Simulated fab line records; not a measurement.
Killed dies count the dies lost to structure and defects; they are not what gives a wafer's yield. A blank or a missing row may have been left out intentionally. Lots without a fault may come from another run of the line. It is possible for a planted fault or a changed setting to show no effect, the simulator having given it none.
fab line records -- flow rit-cmos
record: lots: 5, wafers: 15, last-day: 7
route steps=202 shown M1@184
lots with no fault: from the same line, run without faults
start-h: the number of hours between the record's first day and the start of the first shown wafer of the lot -- wait-h: hours since the lot's step before -- " identical to the entry in the row above -- L1.1+2: a single row standing in for several wafers -- - no value, or no start given -- * or withheld: withheld -- < > ~ a bound
route shown NAME@n: names a module that has steps shown in the file, with the first one's number in the route -- usual: mean/standard deviation of fault-free wafers -- same: alike in all rows -- chamber/n: place in a boat -- sites: per-site readings -- _std_site: standard deviation of those values -- _edge_site: mean of outer sites minus mean of inner sites -- radius-mm: how far each site lies from the wafer's centre -- mask NAME#n: copy n -- behind: the most recent tool/chamber to have shaped the wafer -- hold: what put the lot on hold/how long, in hours/how the hold closed -- device: the n, p or np transistor that did not switch -- end of line: the same wafers' tests at the end of the route -- a step given without rows: its recipe and nothing more -- killed: not the wafer's yield, but the dies lost to structure and defects at the first sort -- map: shows each die of a wafer: x if killed, . if not, _ if none is there
set.NAME: setting as actually run; set.NAME@STEP: the setting as run at that earlier step -- model.NAME: the simulator's own value behind a step, which no gauge read
certain route steps with their lots: each step a table, each wafer a row
services: the hour from which a tool's chamber was out of use, counted from the record's first day as start-h (under 0 if before that day), plus the number of hours and why
== steps ==
step: RIT_M1_SPUTTER_00
recipe: material: Al, target-thk-nm: 400, power-w: 2000, chamber-pressure-pa: 0.4, gas: Ar, time-s: 500, substrate-temp-c: 25
usual: throttle-valve-pct: 30.6/0.85
same: time-s: 500
lot.wafer,tool,chamber,start-h,wait-h,throttle-valve-pct
L178.1,pvd-sputter-02,-,63.85,0.0,31.7
L178.3,pvd-sputter-02,-,63.85,0.0,30.0
L178.5,pvd-sputter-02,-,63.85,0.0,29.9
L189.3,pvd-sputter-02,-,112.74,0.0,30.5
L189.4,pvd-sputter-02,-,112.74,0.0,31.9
L189.6,pvd-sputter-02,-,112.74,0.0,30.7
L193.1,pvd-sputter-02,-,134.87,0.0,29.8
L193.3,pvd-sputter-02,-,134.87,0.0,31.3
L193.5,pvd-sputter-02,-,134.87,0.0,30.4
L196.3,pvd-sputter-02,-,151.01,0.0,30.0
L196.4,pvd-sputter-02,-,151.01,0.0,31.5
L196.6,pvd-sputter-02,-,151.01,0.0,30.2
L199.3,pvd-sputter-03,-,172.36,0.0,29.5
L199.4,pvd-sputter-03,-,172.36,0.0,29.2
L199.5,pvd-sputter-03,-,172.36,0.0,29.6
step: RIT_M1_RS_MEAS_01
recipe: thk-meas-gauge: four-point-probe, reads: Al_of_M1_SPUTTER_00
usual: M1_AL_RS: 0.0732/0.0011
lot.wafer,tool,chamber,start-h,wait-h,M1_AL_RS[ohm/sq]
L178.1,film-metro-01,-,64.14,0.1,0.0714
L178.3,film-metro-01,-,64.14,0.1,0.0726
L178.5,film-metro-01,-,64.14,0.1,0.0724
L189.3,film-metro-03,-,113.07,0.2,0.0736
L189.4,film-metro-03,-,113.07,0.2,0.0731
L189.6,film-metro-03,-,113.07,0.2,0.0746
L193.1,film-metro-03,-,135.16,0.1,0.0732
L193.3,film-metro-03,-,135.16,0.1,0.0709
L193.5,film-metro-03,-,135.16,0.1,0.0734
L196.3,film-metro-01,-,151.34,0.2,0.0733
L196.4,film-metro-01,-,151.34,0.2,0.0714
L196.6,film-metro-01,-,151.34,0.2,0.0736
L199.3,film-metro-04,-,172.70,0.2,0.0739
L199.4,film-metro-04,-,172.70,0.2,0.0744
L199.5,film-metro-04,-,172.70,0.2,0.0735
step: RIT_M1_THK_MEAS_02
recipe: thk-meas-gauge: xrf, reads: Al_of_M1_SPUTTER_00
usual: M1_AL_THK: 401/6.4
lot.wafer,tool,chamber,start-h,wait-h,M1_AL_THK[nm]
L178.1,film-metro-01,-,64.26,0.1,405
L178.3,film-metro-01,-,64.26,0.1,401
L178.5,film-metro-01,-,64.26,0.1,402
L189.3,film-metro-03,-,113.17,0.1,401
L189.4,film-metro-03,-,113.17,0.1,404
L189.6,film-metro-03,-,113.17,0.1,394
L193.1,film-metro-03,-,135.28,0.1,403
L193.3,film-metro-03,-,135.28,0.1,415
L193.5,film-metro-03,-,135.28,0.1,401
L196.3,film-metro-01,-,151.44,0.1,400
L196.4,film-metro-01,-,151.44,0.1,410
L196.6,film-metro-01,-,151.44,0.1,398
L199.3,film-metro-04,-,172.80,0.1,395
L199.4,film-metro-04,-,172.80,0.1,392
L199.5,film-metro-04,-,172.80,0.1,395
step: RIT_M1_HMDS_03
recipe: prime-time-s: 60, prime-temp-c: 140
step: RIT_M1_COAT_04
recipe: resist: NOVOLAK, spin-rpm: 2000, resist-thk-nm: 1300
step: RIT_M1_SOFTBAKE_05
recipe: resist: NOVOLAK, temp-c: 90, time-s: 60
step: RIT_M1_EXPOSE_06
recipe: mask-id: M12, na: 0.6, source-shape: conventional, sigma-outer: 0.5, target-cd-nm: 2600, dose-mj: 250
step: RIT_M1_PEB_07
recipe: resist: NOVOLAK, temp-c: withheld, time-s: withheld
step: RIT_M1_DEVELOP_08
recipe: resist: NOVOLAK, develop-time-s: 68, dev-temp-c: 23
step: RIT_M1_CD_MEAS_09
recipe: target-cd-nm: 2600
usual: cd-nm: 2599.4/2
lot.wafer,tool,chamber,start-h,wait-h,cd-nm
L178.1,cd-sem-01,-,65.20,-,2601.7
L178.3,cd-sem-01,-,65.20,-,2600.7
L178.5,cd-sem-01,-,65.20,-,2602.1
L189.3,cd-sem-02,-,114.26,-,2602.2
L189.4,cd-sem-02,-,114.26,-,2601.1
L189.6,cd-sem-02,-,114.26,-,2599.9
L193.1,cd-sem-02,-,136.22,-,2603.0
L193.3,cd-sem-02,-,136.22,-,2600.0
L193.5,cd-sem-02,-,136.22,-,2601.3
L196.3,cd-sem-01,-,152.64,-,2599.6
L196.4,cd-sem-01,-,152.64,-,2598.9
L196.6,cd-sem-01,-,152.64,-,2600.2
L199.3,cd-sem-01,-,173.88,-,2602.1
L199.4,cd-sem-01,-,173.88,-,2600.4
L199.5,cd-sem-01,-,173.88,-,2601.5
step: RIT_M1_OVL_MEAS_10
usual: M1_OVL: -0.5/1.8
lot.wafer,tool,chamber,start-h,wait-h,M1_OVL[nm]
L178.1,overlay-01,-,65.32,0.1,-3.5
L178.3,overlay-01,-,65.32,0.1,-2.4
L178.5,overlay-01,-,65.32,0.1,-2.3
L189.3,overlay-01,-,114.35,0.1,-0.1
L189.4,overlay-01,-,114.35,0.1,-1.6
L189.6,overlay-01,-,114.35,0.1,-0.9
L193.1,overlay-01,-,136.34,0.1,-1.8
L193.3,overlay-01,-,136.34,0.1,2.4
L193.5,overlay-01,-,136.34,0.1,0.3
L196.3,overlay-02,-,152.73,0.1,3.9
L196.4,overlay-02,-,152.73,0.1,1.5
L196.6,overlay-02,-,152.73,0.1,0.0
L199.3,overlay-02,-,173.97,0.1,2.1
L199.4,overlay-02,-,173.97,0.1,1.9
L199.5,overlay-02,-,173.97,0.1,0.2
step: RIT_M1_HARDBAKE_11
recipe: resist: NOVOLAK, temp-c: 140, time-s: 120
step: RIT_M1_METAL_ETCH_12
recipe: stop-on: SiO2, chemistry: Cl2/BCl3, target: Al, time-s: 165, over-etch-frac: 0.5, pressure-mtorr: 100, target-depth-a: 6000, rf-w: 250, Cl2_flow_sccm: 60, bcl3-flow-sccm: 50
usual: drypump-motor-current-A: 5.5/0.46, oes-product-au: 0.781/0.01, rf-fwd-power-W: 249.1/0.71, throttle-valve-pct: 8.27/0.12
same: time-s: 165
lot.wafer,tool,chamber,start-h,wait-h,drypump-motor-current-A,oes-product-au,rf-fwd-power-W,rf-hours-counter-h,throttle-valve-pct,model.NOVOLAK_of_M1_COAT_04.thk-nm,model.M1.cd-nm,model.M1.feature-depth-nm
L178.1,rie-metal-02,1,65.61,0.2,5.7,0.781,249.1,3,8.48,788.3,2600,444.2
L178.3,rie-metal-02,1,65.61,0.2,5.7,0.773,250.4,-,8.45,793.8,2601,437.4
L178.5,rie-metal-02,0,65.61,0.2,5.7,0.772,248.8,-,8.13,814.8,2603,437
L189.3,rie-metal-01,0,114.68,0.2,5.8,0.783,250.3,-,8.29,805,2605,431.5
L189.4,rie-metal-01,1,114.68,0.2,6.0,0.779,248.7,-,8.27,803.9,2598,434
L189.6,rie-metal-01,1,114.68,0.2,6.0,0.770,249.4,-,8.26,805,2596,426.4
L193.1,rie-metal-02,1,136.74,0.2,5.7,0.781,423.0,4,8.47,567.7,2554,459.2
L193.3,rie-metal-02,1,136.74,0.2,5.7,0.790,424.3,-,8.47,556,2552,471.8
L193.5,rie-metal-02,0,136.74,0.2,5.7,0.778,248.4,-,8.12,818.5,2602,431.6
L196.3,rie-metal-01,0,153.06,0.2,5.8,0.793,249.0,-,8.30,818,2601,431.9
L196.4,rie-metal-01,1,153.06,0.2,6.0,0.791,248.7,-,8.28,809.2,2599,445.1
L196.6,rie-metal-01,0,153.06,0.2,5.8,0.787,248.7,-,8.30,813.4,2602,430.9
L199.3,rie-metal-01,1,174.30,0.2,6.0,0.776,248.0,-,8.27,824,2600,429
L199.4,rie-metal-01,0,174.30,0.2,5.8,0.782,249.2,-,8.30,820.9,2600,426
L199.5,rie-metal-01,0,174.30,0.2,5.8,0.786,249.3,-,8.28,822.8,2600,430.5
step: RIT_M1_STRIP_13
recipe: chemistry: nmp, resist: NOVOLAK, temp-c: 80, time-s: 600, dry: n2-spin
step: RIT_M1_STRIP_14
recipe: chemistry: O2, time-s: 180, platen-temp-c: withheld, power-w: 500, pressure-mtorr: 4000, o2-flow-sccm: 4000
usual: drypump-motor-current-A: 5.62/0.19
same: time-s: 180
lot.wafer,tool,chamber,start-h,wait-h,drypump-motor-current-A,rf-hours-counter-h
L178.1,plasma-asher-03,1,65.94,0.0,5.73,44
L178.3,plasma-asher-03,0,65.94,0.0,5.67,-
L178.5,plasma-asher-03,1,65.94,0.0,5.72,-
L189.3,plasma-asher-04,0,115.02,0.1,5.72,-
L189.4,plasma-asher-04,1,115.02,0.1,5.17,-
L189.6,plasma-asher-04,0,115.02,0.1,5.72,-
L193.1,plasma-asher-01,0,137.09,0.0,5.63,2
L193.3,plasma-asher-01,0,137.09,0.0,5.63,-
L193.5,plasma-asher-01,0,137.09,0.0,5.64,-
L196.3,plasma-asher-03,0,153.58,0.1,5.67,-
L196.4,plasma-asher-03,1,153.58,0.1,5.70,-
L196.6,plasma-asher-03,0,153.58,0.1,5.69,-
L199.3,plasma-asher-03,0,174.64,0.1,5.65,-
L199.4,plasma-asher-03,1,174.64,0.1,5.72,-
L199.5,plasma-asher-03,0,174.64,0.1,5.66,-
step: RIT_M1_CD_MEAS_90
recipe: target-cd-nm: 2600
usual: cd-nm: 2600/3.1
lot.wafer,tool,chamber,start-h,wait-h,cd-nm
L178.1,cd-sem-02,-,66.12,0.1,2601
L178.3,cd-sem-02,-,66.12,0.1,2601
L178.5,cd-sem-02,-,66.12,0.1,2603
L189.3,cd-sem-01,-,115.18,0.1,2605
L189.4,cd-sem-01,-,115.18,0.1,2598
L189.6,cd-sem-01,-,115.18,0.1,2597
L193.1,cd-sem-02,-,137.27,0.1,2554
L193.3,cd-sem-02,-,137.27,0.1,2553
L193.5,cd-sem-02,-,137.27,0.1,2602
L196.3,cd-sem-01,-,153.73,0.1,2601
L196.4,cd-sem-01,-,153.73,0.1,2599
L196.6,cd-sem-01,-,153.73,0.1,2602
L199.3,cd-sem-01,-,174.80,0.1,2600
L199.4,cd-sem-01,-,174.80,0.1,2600
L199.5,cd-sem-01,-,174.80,0.1,2600
step: RIT_M1_ANNEAL_15
recipe: temp-c: 450, time-s: 1800, ambient: forming_gas_H2N2
step: RIT_M1_PROBE_99
usual: defect-limited-yield: 97.2/1.1, killed_at_M0_to_M3: 0.0/0.2, killed-at-contacts: 0.1/0.31, killed-at-front-end: 7/3, killed-dies: 7/3, killed-open: 3.8/2.1, killed-short: 3.6/1.9, sort_bin_3_pad_short: 0.1/0.21, sort_bin_5_function: 1.6/0.8, sort_bin_6_memory: 1.1/0.66, sort-n-pass: 257/3, sort-yield-pct: 97.2/1.1
same: gross-dies: 264, killed_at_M4_up: 0, killed-at-back-side: 0, killed-at-other: 0
lot.wafer,tool,chamber,start-h,wait-h,defect-limited-yield[%],killed_at_M0_to_M3,killed-at-contacts,killed-at-front-end,killed-dies,killed-open,killed-short,sort_bin_3_pad_short[%],sort_bin_5_function[%],sort_bin_6_memory[%],sort-n-pass,sort-yield-pct[%],model.etest.m1.width-nm,model.etest.antenna-m1.gate-log10-a-cm2,model.etest.antenna-m1.vt-shift-v
L178.1,prober-01,-,67.86,0.1,97.7,0,1,5,6,4,2,0,1.5,0.8,258,97.7,2604,-5.795,-0.01536
L178.3,prober-01,-,67.96,0.2,95.8,0,0,11,11,5,6,0,3.4,0.8,253,95.8,2591,-6.207,-0.01688
L178.5,prober-01,-,68.06,0.2,98.9,0,0,3,3,0,3,0,0.4,0.8,261,98.9,2602,-6.314,-0.01072
L189.3,prober-02,-,116.98,0.2,96.6,0,0,9,9,6,3,0,1.5,1.9,255,96.6,2606,-6.144,-0.01064
L189.4,prober-02,-,117.03,0.2,98.5,0,0,4,4,1,3,0,1.1,0.4,260,98.5,2600,-6.089,-0.01655
L189.6,prober-02,-,117.13,0.2,96.6,0,0,9,9,6,3,0.8,1.9,0.8,255,96.6,2601,-5.667,-0.01527
L193.1,prober-02,-,139.01,0.1,95.1,2,1,10,13,9,2,0,1.9,3.0,251,95.1,2556,-3.61,-0.114
L193.3,prober-02,-,139.11,0.2,98.1,0,0,5,5,2,3,0,1.5,0.4,259,98.1,2546,-3.725,-0.1098
L193.5,prober-02,-,139.21,0.2,94.7,0,0,14,14,8,6,0,3.0,2.3,250,94.7,2606,-6.512,-0.01275
L196.3,prober-01,-,155.53,0.2,98.1,0,0,5,5,2,3,0,1.1,0.8,259,98.1,2602,-6.492,-0.01239
L196.4,prober-01,-,155.58,0.2,95.8,0,0,11,11,5,6,0,2.7,1.5,253,95.8,2598,-5.871,-0.008805
L196.6,prober-01,-,155.68,0.2,96.6,0,0,9,9,6,3,0,1.5,1.9,255,96.6,2601,-6.221,-0.007738
L199.3,prober-02,-,176.60,0.2,95.5,0,0,12,12,5,7,0.4,2.3,1.9,252,95.5,2601,-6.301,-0.008927
L199.4,prober-02,-,176.65,0.2,97.3,0,0,7,7,3,4,0,1.5,1.1,257,97.3,2591,-6.606,-0.0165
L199.5,prober-02,-,176.70,0.2,98.1,0,0,5,5,0,5,0.4,1.5,0,259,98.1,2594,-6.858,-0.007609
killed by level:class
L178.1 SPACER:geometric-particle:open=3 REOX:geometric-particle:open=1 SPACER:geometric-particle:short=1 CONTACT:geometric-particle:short=1
L178.3 GATE:geometric-particle:short=3 REOX:geometric-particle:short=3 FOX2:geometric-particle:open=1 GATE:geometric-particle:open=1 REOX:geometric-particle:open=1 SPACER:geometric-particle:open=1 SILICIDE:geometric-particle:open=1
L178.5 FOX1:geometric-particle:short=1 FOX2:geometric-particle:short=1 GATE:geometric-particle:short=1
L189.3 SILICIDE:geometric-particle:short=3 GATE:geometric-particle:open=2 SILICIDE:geometric-particle:open=2 REOX:geometric-particle:open=1 SPACER:geometric-particle:open=1
L189.4 GATE:geometric-particle:short=1 GATE:geometric-particle:open=1 SPACER:geometric-particle:short=1 SILICIDE:geometric-particle:short=1
L189.6 FOX2:geometric-particle:open=2 SILICIDE:geometric-particle:open=2 FOX1:geometric-particle:open=1 FOX2:geometric-particle:short=1 GATE:geometric-particle:short=1 GATE:geometric-particle:open=1 SPACER:geometric-particle:short=1
L193.1 GATE:geometric-particle:open=3 SPACER:geometric-particle:open=3 M1:unspecified=2 FOX1:geometric-particle:short=1 FOX2:geometric-particle:open=1 SPACER:geometric-particle:short=1 SILICIDE:geometric-particle:open=1 CONTACT:geometric-particle:open=1
L193.3 GATE:geometric-particle:open=2 REOX:geometric-particle:short=2 FOX2:geometric-particle:short=1
L193.5 GATE:geometric-particle:open=3 REOX:geometric-particle:short=2 SPACER:geometric-particle:short=2 SILICIDE:geometric-particle:open=2 FOX1:geometric-particle:open=1 FOX1:geometric-particle:short=1 FOX2:geometric-particle:short=1 FOX2:geometric-particle:open=1
L196.3 REOX:geometric-particle:short=2 FOX1:geometric-particle:short=1 REOX:geometric-particle:open=1 SILICIDE:geometric-particle:open=1
L196.4 GATE:geometric-particle:open=3 GATE:geometric-particle:short=3 FOX2:geometric-particle:short=1 FOX2:geometric-particle:open=1 SPACER:geometric-particle:short=1 SILICIDE:geometric-particle:short=1 SILICIDE:geometric-particle:open=1
L196.6 GATE:geometric-particle:open=4 REOX:geometric-particle:open=2 GATE:geometric-particle:short=1 REOX:geometric-particle:short=1 SILICIDE:geometric-particle:short=1
L199.3 FOX1:geometric-particle:open=2 GATE:geometric-particle:short=2 REOX:geometric-particle:short=2 FOX1:geometric-particle:short=1 GATE:geometric-particle:open=1 REOX:geometric-particle:open=1 SPACER:geometric-particle:open=1 SPACER:geometric-particle:short=1
L199.4 SILICIDE:geometric-particle:short=2 GATE:geometric-particle:short=1 GATE:geometric-particle:open=1 REOX:geometric-particle:open=1 SPACER:geometric-particle:short=1 SILICIDE:geometric-particle:open=1
L199.5 GATE:geometric-particle:short=2 SPACER:geometric-particle:short=2 SILICIDE:geometric-particle:short=1
== services ==
tool,chamber,start-h,hours,kind
pvd-sputter-03,-,55.81,3.4,repair
pvd-sputter-03,-,59.01,6.0,repair
plasma-asher-04,-,63.69,2.8,pm
rie-metal-01,-,64.45,1.4,pm
rie-metal-01,-,70.65,28.1,pm
plasma-asher-01,-,89.30,3.2,repair
pvd-sputter-03,-,107.04,37.1,repair
plasma-asher-01,-,108.80,9.0,pm
plasma-asher-01,0,108.80,9.0,vent-cycle
plasma-asher-01,1,108.80,9.0,vent-cycle
rie-metal-01,-,116.02,2.8,pm
plasma-asher-01,0,117.80,-,clean
plasma-asher-01,1,117.80,-,clean
== key ==
first-sign: step: RIT_M1_METAL_ETCH_12, reading: rf-fwd-power-W, direction: up, sigmas: 99+, usual: 249.1, struck: 423.6
effect: step: RIT_M1_CD_MEAS_90, reading: cd-nm, direction: down, sigmas: 15, usual: 2600, struck: 2553
model-effect: step: RIT_M1_METAL_ETCH_12, value: NOVOLAK_of_M1_COAT_04.thk-nm, without: 800.5, struck: 561.9
model-effect: step: RIT_M1_PROBE_99, value: etest.m1.width-nm, without: 2598, struck: 2551
met-at RIT_M1_METAL_ETCH_12
struck-wafers L193.1,L193.3
onset-between 65.61 136.74
earlier-fault: kind: chamber-particle-source, tool: pvd-sputter-02, chamber: -, onset-h: 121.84, steps: RIT_M1_SPUTTER_00, rate-per-visit-cm2: 0.012235, scope: struck-wafers-only
fault: kind: process-parameter-drift, tool: rie-metal-02, chamber: 1, onset-h: 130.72, steps: RIT_M1_METAL_ETCH_12, channel: rf-w, offset: 175, shape: step, stated: 250
